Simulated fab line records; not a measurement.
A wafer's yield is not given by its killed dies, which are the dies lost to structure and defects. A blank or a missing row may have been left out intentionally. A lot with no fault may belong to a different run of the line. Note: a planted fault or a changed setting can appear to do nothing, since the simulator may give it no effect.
fab line records	flow ritCmos
record lots=6	wafers=18	lastDay=7
route steps=202 shown SDANNEAL@156 PSD@157 NSD@158 PLDD@159 NLDD@160 SILICIDE@161 CONTACT@168 M1@202
lots that met no fault: from a run of the same line without faults
startH: hours from the record's opening day to when the first of the lot's shown wafers began	waitH: hours since the lot's step before	" same as the row above	L1.1+2: several wafers, shown together as one row	- no value, or no start was given	* or withheld: withheld	< > ~ a bound
route shown NAME@n: NAME is a module with steps in the file, n the number in the route of the first one	usual: the fault-free wafers' mean and standard deviation	same: alike in all rows	chamber/n: place in a boat	sites: readings site by site	_std_site: their standard deviation	_edge_site: the outer-site mean with the inner-site mean subtracted	radiusMm: for every site, how far away it sits from the centre of the wafer	mask NAME#n: copy n	behind: the last tool/chamber to shape the wafer	hold: cause of the lot's hold/its duration in hours/its outcome	device: transistor that didn't switch, given as n, p or np	end of line: the tests these same wafers got at the end of their route	a step given without rows: its recipe and nothing more	killed: dies that structure and defects cost at the first sort, which is not the same as the wafer's yield	map: a wafer's dies, x killed, . not, _ none there
set.NAME: setting as actually run; set.NAME@STEP: the setting as run at that earlier step	model.NAME: the simulator's own value behind a step, which no gauge read
certain route steps with their lots: each step a table, each wafer a row
services: when a tool's chamber went out of use (startH, in hours from the record's first day, below 0 if earlier), for how many hours, and the reason
## steps
# step RIT_SDANNEAL_RTA_03
# recipe tempC=1050	timeS=5	idleTempC=600	rampUpCPerS=342	rampDownCPerS=171	coolToC=600	ambient=N2
# usual wafer_temp_C_max=1053.5/1.1
# same timeS=5
lot.wafer	tool	chamber	startH	waitH	wafer_temp_C_max
L222.4	rtpAnneal-01	0	68.61	0.0	1053.0
L222.5	"	0	"	"	1052.2
L222.6	"	0	"	"	1053.3
L227.2	rtpAnneal-01	0	85.55	0.0	1054.1
L227.4	"	0	"	"	1052.0
L227.6	"	0	"	"	1055.0
L231.1	rtpAnneal-02	0	104.26	0.0	1052.7
L231.5	"	0	"	"	1055.8
L231.6	"	0	"	"	1056.2
L230.2	rtpAnneal-01	0	106.51	0.0	1053.9
L230.3	"	0	"	"	1052.7
L230.5	"	0	"	"	1053.4
L233.1	rtpAnneal-01	0	115.16	0.0	1052.3
L233.3	"	0	"	"	1052.5
L233.5	"	0	"	"	1057.0
L243.2	rtpAnneal-01	0	165.17	0.0	1054.0
L243.3	"	0	"	"	1052.2
L243.5	"	0	"	"	1055.0
# step RIT_SDANNEAL_RS_MEAS_04
# recipe thkMeasGauge=four-point-probe
# usual PSD_RS=115.9/0.34
lot.wafer	tool	chamber	startH	waitH	PSD_RS[ohm/sq]
L222.4	filmMetro-03	-	68.69	0.1	115.6
L222.5	"	-	"	"	115.6
L222.6	"	-	"	"	116.0
L227.2	filmMetro-04	-	85.62	0.1	116.0
L227.4	"	-	"	"	115.8
L227.6	"	-	"	"	116.0
L231.1	filmMetro-04	-	104.32	0.0	115.8
L231.5	"	-	"	"	115.8
L231.6	"	-	"	"	115.5
L230.2	filmMetro-04	-	106.58	0.1	115.8
L230.3	"	-	"	"	115.7
L230.5	"	-	"	"	115.8
L233.1	filmMetro-04	-	115.21	0.0	116.4
L233.3	"	-	"	"	116.5
L233.5	"	-	"	"	116.3
L243.2	filmMetro-04	-	165.24	0.1	115.6
L243.3	"	-	"	"	115.5
L243.5	"	-	"	"	115.3
# step RIT_SDANNEAL_RS_MEAS_05
# recipe thkMeasGauge=four-point-probe
# usual NSD_RS=84.57/0.3
lot.wafer	tool	chamber	startH	waitH	NSD_RS[ohm/sq]
L222.4	filmMetro-03	-	68.81	0.1	84.52
L222.5	"	-	"	"	84.66
L222.6	"	-	"	"	84.55
L227.2	filmMetro-04	-	85.74	0.1	84.55
L227.4	"	-	"	"	84.78
L227.6	"	-	"	"	84.62
L231.1	filmMetro-04	-	104.44	0.1	84.08
L231.5	"	-	"	"	83.94
L231.6	"	-	"	"	83.94
L230.2	filmMetro-04	-	106.70	0.1	84.80
L230.3	"	-	"	"	84.55
L230.5	"	-	"	"	84.59
L233.1	filmMetro-04	-	115.33	0.1	84.57
L233.3	"	-	"	"	84.88
L233.5	"	-	"	"	84.88
L243.2	filmMetro-04	-	165.36	0.1	84.13
L243.3	"	-	"	"	84.13
L243.5	"	-	"	"	84.35
# step RIT_SDANNEAL_RS_MEAS_06
# recipe thkMeasGauge=four-point-probe
# usual PLDD_RS=178.7/0.41
lot.wafer	tool	chamber	startH	waitH	PLDD_RS[ohm/sq]
L222.4	filmMetro-03	-	68.93	0.1	178.7
L222.5	"	-	"	"	178.6
L222.6	"	-	"	"	178.5
L227.2	filmMetro-04	-	85.86	0.1	178.6
L227.4	"	-	"	"	178.4
L227.6	"	-	"	"	179.2
L231.1	filmMetro-04	-	104.56	0.1	178.2
L231.5	"	-	"	"	178.2
L231.6	"	-	"	"	178.3
L230.2	filmMetro-04	-	106.82	0.1	178.8
L230.3	"	-	"	"	178.5
L230.5	"	-	"	"	179.1
L233.1	filmMetro-04	-	115.45	0.1	178.4
L233.3	"	-	"	"	178.6
L233.5	"	-	"	"	179.1
L243.2	filmMetro-04	-	165.48	0.1	178.2
L243.3	"	-	"	"	178.5
L243.5	"	-	"	"	178.1
# step RIT_SDANNEAL_RS_MEAS_07
# recipe thkMeasGauge=four-point-probe
# usual NLDD_RS=151.5/0.45
lot.wafer	tool	chamber	startH	waitH	NLDD_RS[ohm/sq]
L222.4	filmMetro-03	-	69.05	0.1	151.5
L222.5	"	-	"	"	151.5
L222.6	"	-	"	"	151.2
L227.2	filmMetro-04	-	85.98	0.1	151.1
L227.4	"	-	"	"	151.3
L227.6	"	-	"	"	152.0
L231.1	filmMetro-04	-	104.68	0.1	151.7
L231.5	"	-	"	"	151.8
L231.6	"	-	"	"	151.8
L230.2	filmMetro-04	-	106.94	0.1	151.0
L230.3	"	-	"	"	151.3
L230.5	"	-	"	"	151.6
L233.1	filmMetro-04	-	115.57	0.1	151.9
L233.3	"	-	"	"	151.6
L233.5	"	-	"	"	152.1
L243.2	filmMetro-04	-	165.60	0.1	152.2
L243.3	"	-	"	"	152.1
L243.5	"	-	"	"	152.3
# step RIT_SILICIDE_WET_ETCH_00
# recipe chemistry=BOE	target=SiO2	targetDepthNm=14	timeS=15	dry=n2Spin	dilution=10:1	tempC=21.5
# step RIT_SILICIDE_SPUTTER_01
# recipe material=Ti	targetThkNm=30	powerW=350	chamberPressurePa=0.667	gas=Ar	timeS=240	substrateTempC=25
# usual cathodeDcPowerW=349.99/0.059	throttleValvePct=29.6/1
# same timeS=240
lot.wafer	tool	chamber	startH	waitH	cathodeDcPowerW	throttleValvePct
L222.4	pvdSputter-04	-	69.13	0.0	350.11	30.2
L222.5	"	-	"	"	350.07	30.9
L222.6	"	-	"	"	349.98	29.6
L227.2	pvdSputter-03	-	86.09	0.0	350.10	28.5
L227.4	"	-	"	"	349.84	28.4
L227.6	"	-	"	"	349.96	30.9
L231.1	pvdSputter-04	-	104.81	0.0	350.07	30.0
L231.5	"	-	"	"	350.02	28.2
L231.6	"	-	"	"	350.01	30.9
L230.2	pvdSputter-03	-	107.05	0.0	349.96	28.6
L230.3	"	-	"	"	349.99	30.9
L230.5	"	-	"	"	350.09	29.9
L233.1	pvdSputter-02	-	115.71	0.0	350.01	30.7
L233.3	"	-	"	"	350.04	29.2
L233.5	"	-	"	"	350.06	29.3
L243.2	pvdSputter-03	-	165.71	0.0	350.01	30.9
L243.3	"	-	"	"	349.86	30.0
L243.5	"	-	"	"	349.99	28.5
# step RIT_SILICIDE_RS_MEAS_02
# recipe thkMeasGauge=four-point-probe	reads=Ti_of_SILICIDE_SPUTTER_01
# usual SILICIDE_TI_RS=47.7/0.71
lot.wafer	tool	chamber	startH	waitH	SILICIDE_TI_RS[ohm/sq]
L222.4	filmMetro-02	-	69.34	0.1	47.0
L222.5	"	-	"	"	47.1
L222.6	"	-	"	"	46.9
L227.2	filmMetro-01	-	86.26	0.1	47.8
L227.4	"	-	"	"	48.9
L227.6	"	-	"	"	49.0
L231.1	filmMetro-02	-	104.96	0.1	47.3
L231.5	"	-	"	"	47.6
L231.6	"	-	"	"	47.9
L230.2	filmMetro-03	-	107.22	0.1	48.9
L230.3	"	-	"	"	49.0
L230.5	"	-	"	"	47.9
L233.1	filmMetro-02	-	115.88	0.1	48.2
L233.3	"	-	"	"	47.0
L233.5	"	-	"	"	47.1
L243.2	filmMetro-02	-	165.88	0.1	48.5
L243.3	"	-	"	"	47.9
L243.5	"	-	"	"	47.5
# step RIT_SILICIDE_THK_MEAS_03
# recipe thkMeasGauge=xrf	reads=Ti_of_SILICIDE_SPUTTER_01
# usual SILICIDE_TI_THK=30.3/0.37
lot.wafer	tool	chamber	startH	waitH	SILICIDE_TI_THK[nm]
L222.4	filmMetro-02	-	69.43	0.1	30.6
L222.5	"	-	"	"	30.5
L222.6	"	-	"	"	30.6
L227.2	filmMetro-01	-	86.37	0.1	30.0
L227.4	"	-	"	"	29.7
L227.6	"	-	"	"	29.7
L231.1	filmMetro-02	-	105.08	0.1	30.5
L231.5	"	-	"	"	30.4
L231.6	"	-	"	"	30.2
L230.2	filmMetro-03	-	107.33	0.1	29.6
L230.3	"	-	"	"	29.6
L230.5	"	-	"	"	30.0
L233.1	filmMetro-02	-	116.00	0.1	30.1
L233.3	"	-	"	"	30.7
L233.5	"	-	"	"	30.6
L243.2	filmMetro-02	-	165.99	0.1	30.1
L243.3	"	-	"	"	30.2
L243.5	"	-	"	"	30.3
# step RIT_SILICIDE_RTA_04
# recipe tempC=650	timeS=10	idleTempC=25	rampUpS=5	rampDownS=5	coolToC=25	ambient=N2
# usual wafer_temp_C_max=653.1/0.7
# same timeS=10
lot.wafer	tool	chamber	startH	waitH	wafer_temp_C_max
L222.4	rtpAnneal-02	0	69.49	0.1	653.6
L222.5	"	0	"	"	652.9
L222.6	"	0	"	"	653.1
L227.2	rtpAnneal-02	0	86.44	0.1	653.6
L227.4	"	0	"	"	652.1
L227.6	"	0	"	"	652.9
L231.1	rtpAnneal-01	0	105.14	0.1	651.9
L231.5	"	0	"	"	655.3
L231.6	"	0	"	"	652.7
L230.2	rtpAnneal-02	0	107.39	0.1	652.8
L230.3	"	0	"	"	654.1
L230.5	"	0	"	"	653.0
L233.1	rtpAnneal-02	0	116.06	0.1	654.1
L233.3	"	0	"	"	653.1
L233.5	"	0	"	"	653.9
L243.2	rtpAnneal-02	0	166.05	0.1	653.9
L243.3	"	0	"	"	653.9
L243.5	"	0	"	"	653.9
# step RIT_SILICIDE_WET_ETCH_05
# recipe chemistry=SPM	target=Ti	tempC=90	timeS=120	dry=n2Spin
# step RIT_SILICIDE_RTA_06
# recipe tempC=750	timeS=10	idleTempC=25	rampUpS=5	rampDownS=10	coolToC=25	ambient=N2
# usual wafer_temp_C_max=753.5/0.79
# same timeS=10
lot.wafer	tool	chamber	startH	waitH	wafer_temp_C_max
L222.4	rtpAnneal-01	0	69.60	0.0	754.2
L222.5	"	0	"	"	753.9
L222.6	"	0	"	"	753.9
L227.2	rtpAnneal-01	0	86.54	0.0	753.0
L227.4	"	0	"	"	753.5
L227.6	"	0	"	"	753.1
L231.1	rtpAnneal-02	0	105.29	0.0	754.7
L231.5	"	0	"	"	754.0
L231.6	"	0	"	"	753.5
L230.2	rtpAnneal-01	0	107.55	0.0	752.7
L230.3	"	0	"	"	753.5
L230.5	"	0	"	"	752.8
L233.1	rtpAnneal-01	0	116.17	0.0	753.0
L233.3	"	0	"	"	753.6
L233.5	"	0	"	"	753.4
L243.2	rtpAnneal-01	0	166.16	0.0	753.2
L243.3	"	0	"	"	753.8
L243.5	"	0	"	"	752.7
# step RIT_CONTACT_CVD_00
# recipe material=SiO2	targetThkNm=400	precursor=TEOS	tempC=390	timeS=61	rfW=400
# usual heaterPowerW=296/53
lot.wafer	tool	chamber	startH	waitH	heaterPowerW	model.SiO2_of_CONTACT_CVD_00.thkNm
L222.4	pecvd-02	2	69.66	0.0	242	399.1
L222.5	"	1	"	"	299	405
L222.6	"	0	"	"	332	398.3
L227.2	pecvd-04	1	86.60	0.0	270	393.3
L227.4	"	0	"	"	313	405.3
L227.6	"	1	"	"	286	405.2
L231.1	pecvd-04	0	105.36	0.1	398	563.1
L231.5	"	2	"	"	348	564.7
L231.6	"	1	"	"	285	566.1
L230.2	pecvd-03	0	107.60	0.0	383	399.7
L230.3	"	2	"	"	244	389.8
L230.5	"	1	"	"	223	404.8
L233.1	pecvd-04	0	116.24	0.1	388	553.6
L233.3	"	1	"	"	296	552.2
L233.5	"	0	"	"	390	566.7
L243.2	pecvd-03	1	166.22	0.0	232	399.7
L243.3	"	0	"	"	358	401.4
L243.5	"	1	"	"	163	403.8
# step RIT_CONTACT_THK_MEAS_01
# recipe reads=SiO2_of_CONTACT_CVD_00
# usual CONTACT_TEOS_THK=399/5.2
lot.wafer	tool	chamber	startH	waitH	CONTACT_TEOS_THK[nm]
L222.4	filmMetro-04	-	69.71	0.0	399
L222.5	"	-	"	"	405
L222.6	"	-	"	"	398
L227.2	filmMetro-03	-	86.66	0.0	393
L227.4	"	-	"	"	405
L227.6	"	-	"	"	405
L231.1	filmMetro-03	-	105.41	0.0	563
L231.5	"	-	"	"	565
L231.6	"	-	"	"	566
L230.2	filmMetro-02	-	107.66	0.0	400
L230.3	"	-	"	"	390
L230.5	"	-	"	"	405
L233.1	filmMetro-04	-	116.29	0.0	554
L233.3	"	-	"	"	552
L233.5	"	-	"	"	566
L243.2	filmMetro-04	-	166.28	0.0	399
L243.3	"	-	"	"	401
L243.5	"	-	"	"	404
# step RIT_CONTACT_HMDS_02
# recipe primeTimeS=60	primeTempC=140
# step RIT_CONTACT_COAT_03
# recipe resist=NOVOLAK	spinRpm=3250	resistThkNm=1000
# step RIT_CONTACT_SOFTBAKE_04
# recipe resist=NOVOLAK	tempC=90	timeS=60
# step RIT_CONTACT_EXPOSE_05
# recipe maskId=M11	na=0.6	sourceShape=conventional	sigmaOuter=0.5	targetCdNm=1000	doseMj=250
# step RIT_CONTACT_PEB_06
# recipe resist=NOVOLAK	tempC=withheld	timeS=withheld
# step RIT_CONTACT_DEVELOP_07
# recipe resist=NOVOLAK	developTimeS=120	devTempC=23
# step RIT_CONTACT_CD_MEAS_08
# recipe targetCdNm=1000
# usual cdNm=999.5/1.8
lot.wafer	tool	chamber	startH	waitH	cdNm
L222.4	cdSem-01	-	70.77	-	996.5
L222.5	"	-	"	"	998.4
L222.6	"	-	"	"	998.2
L227.2	cdSem-01	-	87.70	-	997.8
L227.4	"	-	"	"	999.0
L227.6	"	-	"	"	1000.1
L231.1	cdSem-01	-	106.56	-	999.9
L231.5	"	-	"	"	1000.4
L231.6	"	-	"	"	1000.0
L230.2	cdSem-01	-	108.83	-	1001.9
L230.3	"	-	"	"	1001.3
L230.5	"	-	"	"	1000.3
L233.1	cdSem-01	-	117.32	-	996.2
L233.3	"	-	"	"	997.5
L233.5	"	-	"	"	996.4
L243.2	cdSem-02	-	167.50	-	1000.4
L243.3	"	-	"	"	1002.4
L243.5	"	-	"	"	1001.9
# step RIT_CONTACT_OVL_MEAS_09
# usual CONTACT_OVL=-0.9/1.3
lot.wafer	tool	chamber	startH	waitH	CONTACT_OVL[nm]
L222.4	overlay-02	-	70.85	0.1	-0.1
L222.5	"	-	"	"	-1.1
L222.6	"	-	"	"	-0.2
L227.2	overlay-01	-	87.80	0.1	-1.7
L227.4	"	-	"	"	-3.4
L227.6	"	-	"	"	-2.0
L231.1	overlay-02	-	106.68	0.1	-1.5
L231.5	"	-	"	"	-2.1
L231.6	"	-	"	"	-2.1
L230.2	overlay-02	-	108.93	0.1	-1.2
L230.3	"	-	"	"	-1.2
L230.5	"	-	"	"	-2.7
L233.1	overlay-02	-	117.44	0.1	0.7
L233.3	"	-	"	"	-0.4
L233.5	"	-	"	"	0.8
L243.2	overlay-02	-	167.61	0.1	-3.1
L243.3	"	-	"	"	-2.2
L243.5	"	-	"	"	-3.2
# step RIT_CONTACT_HARDBAKE_10
# recipe resist=NOVOLAK	tempC=140	timeS=60
# step RIT_CONTACT_ETCH_11
# recipe targetDepthA=4800	overEtchFrac=0.2	stopOn=TiSi2	chemistry=CHF3/CF4/Ar	target=SiO2	CHF3_flow_sccm=50	cf4FlowSccm=10	Ar_flow_sccm=100	O2_flow_sccm=5	pressureMtorr=100	rfW=200	timeS=320
# usual drypumpMotorCurrentA=5.9/0.46	oesProductAu=0.988/0.014	throttleValvePct=8.84/0.12
# same timeS=320
lot.wafer	tool	chamber	startH	waitH	drypumpMotorCurrentA	oesProductAu	rfHoursCounterH	throttleValvePct	model.etch.depthNm	model.CONTACT.featureDepthNm
L222.4	rieDiel-04	0	71.02	0.1	6.4	0.986	6	8.84	399.1	399.1
L222.5	"	2	"	"	5.6	0.994	-	8.84	405	405
L222.6	"	1	"	"	5.6	0.972	-	8.97	398.3	398.3
L227.2	rieDiel-04	2	87.98	0.1	5.6	0.996	50	8.85	393.3	393.3
L227.4	"	0	"	"	6.4	0.994	6	8.85	405.3	405.3
L227.6	"	1	"	"	5.6	0.966	-	8.96	405.2	405.2
L231.1	rieDiel-04	2	106.87	0.1	5.5	1.000	50	8.83	487.2	487.2
L231.5	"	2	"	"	5.5	1.009	-	8.81	487.1	487.1
L231.6	"	1	"	"	5.6	0.977	-	8.94	478	478
L230.2	rieDiel-02	1	109.11	0.1	5.1	0.981	116	8.78	399.7	399.7
L230.3	"	2	"	"	6.0	0.953	97	8.84	389.8	389.8
L230.5	"	2	"	"	5.9	0.974	-	8.85	404.8	404.8
L233.1	rieDiel-04	1	117.62	0.1	5.6	0.985	8	8.94	469.9	469.9
L233.3	"	0	"	"	6.4	0.999	7	8.86	485	485
L233.5	"	0	"	"	6.4	0.996	-	8.84	484.6	484.6
L243.2	rieDiel-02	1	167.79	0.1	5.1	0.983	118	8.79	399.7	399.7
L243.3	"	0	"	"	5.4	1.012	21	8.73	401.4	401.4
L243.5	"	3	"	"	5.9	0.998	-	8.91	403.8	403.8
# step RIT_CONTACT_STRIP_12
# recipe chemistry=O2	timeS=180	resist=NOVOLAK	platenTempC=withheld	powerW=500	pressureMtorr=4000	o2FlowSccm=4000
# usual drypumpMotorCurrentA=5.7/0.55
# same timeS=180
lot.wafer	tool	chamber	startH	waitH	drypumpMotorCurrentA	rfHoursCounterH
L222.4	plasmaAsher-01	1	71.27	0.2	5.1	-
L222.5	"	1	"	"	5.1	-
L222.6	"	0	"	"	5.5	-
L227.2	plasmaAsher-03	1	88.18	0.1	6.7	47
L227.4	"	0	"	"	5.9	-
L227.6	"	0	"	"	5.9	-
L231.1	plasmaAsher-04	1	107.06	0.1	5.1	31
L231.5	"	0	"	"	5.6	-
L231.6	"	1	"	"	5.1	-
L230.2	plasmaAsher-01	0	109.31	0.1	5.5	43
L230.3	"	0	"	"	5.5	-
L230.5	"	0	"	"	5.5	-
L233.1	plasmaAsher-03	1	117.82	0.1	6.7	0
L233.3	"	1	"	"	6.7	-
L233.5	"	1	"	"	6.7	-
L243.2	plasmaAsher-01	1	167.99	0.1	5.2	50
L243.3	"	0	"	"	5.5	-
L243.5	"	1	"	"	5.2	-
# step RIT_CONTACT_CD_MEAS_90
# recipe targetCdNm=1000
# usual cdNm=999.5/1.8
lot.wafer	tool	chamber	startH	waitH	cdNm
L222.4	cdSem-02	-	71.44	0.1	995.8
L222.5	"	-	"	"	998.3
L222.6	"	-	"	"	998.1
L227.2	cdSem-01	-	88.37	0.1	997.8
L227.4	"	-	"	"	999.2
L227.6	"	-	"	"	1000.4
L231.1	cdSem-02	-	107.23	0.1	1000.4
L231.5	"	-	"	"	1000.5
L231.6	"	-	"	"	999.3
L230.2	cdSem-02	-	109.50	0.1	1002.1
L230.3	"	-	"	"	1001.6
L230.5	"	-	"	"	1000.3
L233.1	cdSem-02	-	117.99	0.1	996.9
L233.3	"	-	"	"	997.9
L233.5	"	-	"	"	996.3
L243.2	cdSem-01	-	168.18	0.1	1001.3
L243.3	"	-	"	"	1002.9
L243.5	"	-	"	"	1003.0
# step RIT_CONTACT_CLEAN_13
# recipe chemistry=SC1	mix=3:3:50	timeS=600	tempC=75
# same timeS=600
lot.wafer	tool	chamber	startH	waitH	model.SiO2_of_CONTACT_CVD_00.thkNm
L222.4	wetBench-02	1	71.50	0.0	395
L222.5	"	1	"	"	400.9
L222.6	"	1	"	"	394.2
L227.2	wetBench-02	2	88.47	0.1	389.1
L227.4	"	2	"	"	401.2
L227.6	"	2	"	"	401.1
L231.1	wetBench-03	0	107.35	0.1	559
L231.5	"	0	"	"	560.6
L231.6	"	0	"	"	561.9
L230.2	wetBench-03	3	109.60	0.1	395.6
L230.3	"	3	"	"	385.7
L230.5	"	3	"	"	400.7
L233.1	wetBench-02	0	118.11	0.1	549.5
L233.3	"	0	"	"	548.1
L233.5	"	0	"	"	562.6
L243.2	wetBench-04	3	168.28	0.1	395.7
L243.3	"	3	"	"	397.4
L243.5	"	3	"	"	399.7
# step RIT_CONTACT_CLEAN_14
# recipe chemistry=SC2	mix=3:3:50	timeS=600	tempC=75	dry=n2Spin
# step RIT_M1_PROBE_99
# usual killed_at_M0_to_M3=0.0/0.083	killedAtContacts=0.0/0.18	killedAtFrontEnd=7/3	killedDies=7/3	killedOnRim=2/1.4	killedOpen=3.6/1.9	killedShort=3.2/1.8
# same grossDies=264	killed_at_M4_up=0	killedAtBackSide=0	killedAtOther=0
lot.wafer	tool	chamber	startH	waitH	killed_at_M0_to_M3	killedAtContacts	killedAtFrontEnd	killedDies	killedOnRim	killedOpen	killedShort
L222.4	prober-02	-	76.03	0.2	0	0	6	6	2	2	4
L222.5	prober-02	-	76.08	0.2	0	0	10	10	2	6	4
L222.6	prober-02	-	76.13	0.2	0	0	4	4	0	2	2
L227.2	prober-02	-	92.92	0.1	0	0	9	9	2	5	4
L227.4	prober-02	-	93.02	0.2	0	0	10	10	2	6	4
L227.6	prober-02	-	93.12	0.2	1	0	2	3	2	2	1
L231.1	prober-01	-	112.01	0.1	0	253	11	264	70	5	6
L231.5	prober-01	-	112.21	0.2	0	257	7	264	70	3	4
L231.6	prober-01	-	112.26	0.2	0	257	7	264	70	3	4
L230.2	prober-02	-	114.10	0.1	0	0	14	14	6	7	7
L230.3	prober-02	-	114.15	0.2	0	0	8	8	3	4	4
L230.5	prober-02	-	114.25	0.2	0	0	9	9	4	6	3
L233.1	prober-02	-	122.60	0.1	0	257	7	264	70	3	4
L233.3	prober-02	-	122.70	0.2	0	259	5	264	70	3	2
L233.5	prober-02	-	122.80	0.2	0	248	16	264	70	6	10
L243.2	prober-02	-	172.69	0.1	0	0	6	6	0	1	5
L243.3	prober-02	-	172.74	0.2	0	0	5	5	1	3	2
L243.5	prober-02	-	172.84	0.2	0	0	7	7	1	3	4
# killed by level:class
L222.4 FOX1:geometricParticle:short=1 FOX1:geometricParticle:open=1 GATE:geometricParticle:short=1 REOX:geometricParticle:short=1 SPACER:geometricParticle:short=1 SPACER:geometricParticle:open=1
L222.5 FOX1:geometricParticle:open=2 GATE:geometricParticle:open=2 SILICIDE:geometricParticle:short=2 GATE:geometricParticle:short=1 REOX:geometricParticle:open=1 REOX:geometricParticle:short=1 SILICIDE:geometricParticle:open=1
L222.6 GATE:geometricParticle:open=2 FOX1:geometricParticle:short=1 REOX:geometricParticle:short=1
L227.2 SPACER:geometricParticle:short=3 FOX2:geometricParticle:open=2 REOX:geometricParticle:open=2 FOX1:geometricParticle:short=1 SPACER:geometricParticle:open=1
L227.4 SPACER:geometricParticle:open=3 REOX:geometricParticle:short=2 FOX1:geometricParticle:short=1 FOX2:geometricParticle:open=1 GATE:geometricParticle:open=1 GATE:geometricParticle:short=1 REOX:geometricParticle:open=1
L227.6 FOX1:geometricParticle:open=1 SPACER:geometricParticle:open=1 M1:geometricParticle:short=1
L231.1 CONTACT:areaEtch=253 FOX2:geometricParticle:short=3 GATE:geometricParticle:short=3 GATE:geometricParticle:open=3 REOX:geometricParticle:open=1 SILICIDE:geometricParticle:open=1
L231.5 CONTACT:areaEtch=257 GATE:geometricParticle:short=3 GATE:geometricParticle:open=2 REOX:geometricParticle:open=1 SILICIDE:geometricParticle:short=1
L231.6 CONTACT:areaEtch=257 GATE:geometricParticle:short=2 GATE:geometricParticle:open=2 SILICIDE:geometricParticle:short=2 REOX:geometricParticle:open=1
L230.2 GATE:geometricParticle:short=4 GATE:geometricParticle:open=2 REOX:geometricParticle:open=2 SPACER:geometricParticle:short=2 FOX1:geometricParticle:open=1 FOX2:geometricParticle:open=1 SPACER:geometricParticle:open=1 STARTING-WAFER:geometricParticle:short=1
L230.3 GATE:geometricParticle:short=2 FOX1:geometricParticle:open=1 FOX2:geometricParticle:open=1 GATE:geometricParticle:open=1 REOX:geometricParticle:short=1 REOX:geometricParticle:open=1 SILICIDE:geometricParticle:short=1
L230.5 REOX:geometricParticle:open=2 REOX:geometricParticle:short=2 SPACER:geometricParticle:open=2 GATE:geometricParticle:open=1 GATE:geometricParticle:short=1 SILICIDE:geometricParticle:open=1
L233.1 CONTACT:areaEtch=257 GATE:geometricParticle:short=3 FOX1:geometricParticle:open=2 FOX1:geometricParticle:short=1 REOX:geometricParticle:open=1
L233.3 CONTACT:areaEtch=259 SPACER:geometricParticle:open=2 GATE:geometricParticle:open=1 GATE:geometricParticle:short=1 SILICIDE:geometricParticle:short=1
L233.5 CONTACT:areaEtch=248 GATE:geometricParticle:short=6 GATE:geometricParticle:open=2 REOX:geometricParticle:short=2 SPACER:geometricParticle:open=2 FOX1:geometricParticle:short=1 REOX:geometricParticle:open=1 SPACER:geometricParticle:short=1
L243.2 FOX1:geometricParticle:short=2 GATE:geometricParticle:short=2 FOX1:geometricParticle:open=1 REOX:geometricParticle:short=1
L243.3 FOX1:geometricParticle:short=1 FOX2:geometricParticle:open=1 GATE:geometricParticle:open=1 REOX:geometricParticle:open=1 SILICIDE:geometricParticle:short=1
L243.5 FOX1:geometricParticle:open=1 FOX1:geometricParticle:short=1 GATE:geometricParticle:open=1 GATE:geometricParticle:short=1 REOX:geometricParticle:short=1 SILICIDE:geometricParticle:short=1 SILICIDE:geometricParticle:open=1
# map L231.1 (x killed, . not)
________xxxxxxx_______
_____xxxxxxxxxxxxx____
____xxxxxxxxxxxxxxx___
___xxxxxxxxxxxxxxxxx__
__xxxxxxxxxxxxxxxxxxx_
__xxxxxxxxxxxxxxxxxxx_
_xxxxxxxxxxxxxxxxxxxxx
_xxxxxxxxxxxxxxxxxxxxx
_xxxxxxxxxxxxxxxxxxxxx
_xxxxxxxxxxxxxxxxxxxxx
__xxxxxxxxxxxxxxxxxxx_
__xxxxxxxxxxxxxxxxxxx_
___xxxxxxxxxxxxxxxxx__
____xxxxxxxxxxxxxxx___
_____xxxxxxxxxxxxx____
________xxxxxxx_______
# map L233.1 (x killed, . not)
________xxxxxxx_______
_____xxxxxxxxxxxxx____
____xxxxxxxxxxxxxxx___
___xxxxxxxxxxxxxxxxx__
__xxxxxxxxxxxxxxxxxxx_
__xxxxxxxxxxxxxxxxxxx_
_xxxxxxxxxxxxxxxxxxxxx
_xxxxxxxxxxxxxxxxxxxxx
_xxxxxxxxxxxxxxxxxxxxx
_xxxxxxxxxxxxxxxxxxxxx
__xxxxxxxxxxxxxxxxxxx_
__xxxxxxxxxxxxxxxxxxx_
___xxxxxxxxxxxxxxxxx__
____xxxxxxxxxxxxxxx___
_____xxxxxxxxxxxxx____
________xxxxxxx_______
## services
tool	chamber	startH	hours	kind
rieDiel-04	0	53.80	4.5	repair
wetBench-02	-	57.88	0.9	repair
pecvd-03	-	60.55	5.5	pm
wetBench-02	-	61.90	1.9	pm
plasmaAsher-04	-	73.26	1.3	repair
pvdSputter-02	-	74.09	4.8	repair
plasmaAsher-03	-	108.75	9.0	pm
plasmaAsher-03	0	108.75	9.0	ventCycle
plasmaAsher-03	1	108.75	9.0	ventCycle
pvdSputter-03	-	114.24	2.6	repair
wetBench-04	-	114.46	6.0	repair
plasmaAsher-03	0	117.75	-	clean
plasmaAsher-03	1	117.75	-	clean
pecvd-02	-	118.18	6.5	repair
rieDiel-02	0	119.54	21.0	repair
plasmaAsher-04	-	131.30	3.8	repair
pecvd-04	0	134.14	28.7	repair
pecvd-03	-	137.16	0.8	repair
pecvd-02	0	137.56	3.6	repair
rieDiel-04	3	151.34	13.5	repair
pvdSputter-03	-	155.27	2.1	repair
plasmaAsher-04	-	157.03	1.3	repair
## key
firstSign step=RIT_CONTACT_THK_MEAS_01	reading=CONTACT_TEOS_THK	direction=up	sigmas=31	usual=399	struck=561
effect step=RIT_M1_PROBE_99	reading=killedAtContacts	direction=up	sigmas=99+	usual=0.0	struck=255.2
modelEffect step=RIT_CONTACT_CVD_00	value=SiO2_of_CONTACT_CVD_00.thkNm	without=401.1	struck=561.1
modelEffect step=RIT_CONTACT_ETCH_11	value=etch.depthNm	without=401.1	struck=482
modelEffect step=RIT_CONTACT_CLEAN_13	value=SiO2_of_CONTACT_CVD_00.thkNm	without=396.9	struck=556.9
moreKillsBornAt RIT_CONTACT_ETCH_11@rieDiel-04=1531
metAt RIT_CONTACT_CVD_00
struckWafers L231.1,L231.5,L231.6,L233.1,L233.3,L233.5
laterRowsLeftOut L231.1,L231.5,L231.6,L233.1,L233.3,L233.5
testerLeftOut L231,L233
onsetBetween 86.60 105.36
fault kind=processParameterDrift	tool=pecvd-04	chamber=-	onsetH=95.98	steps=RIT_CONTACT_CVD_00	channel=targetThkNm	offset=160	shape=step	endH=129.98	stated=400
# testerLeftOut: of these lots the tester's yield and bins aren't shown, on N5 and GAA mostly nor the transistor test; their killed dies are dies lost to structure and defects alone, not to doping, threshold or leakage, so they don't give the yield
# laterRowsLeftOut: the simulator's readings of these wafers behind a module that went badly wrong aren't trusted and aren't shown, but for the sort
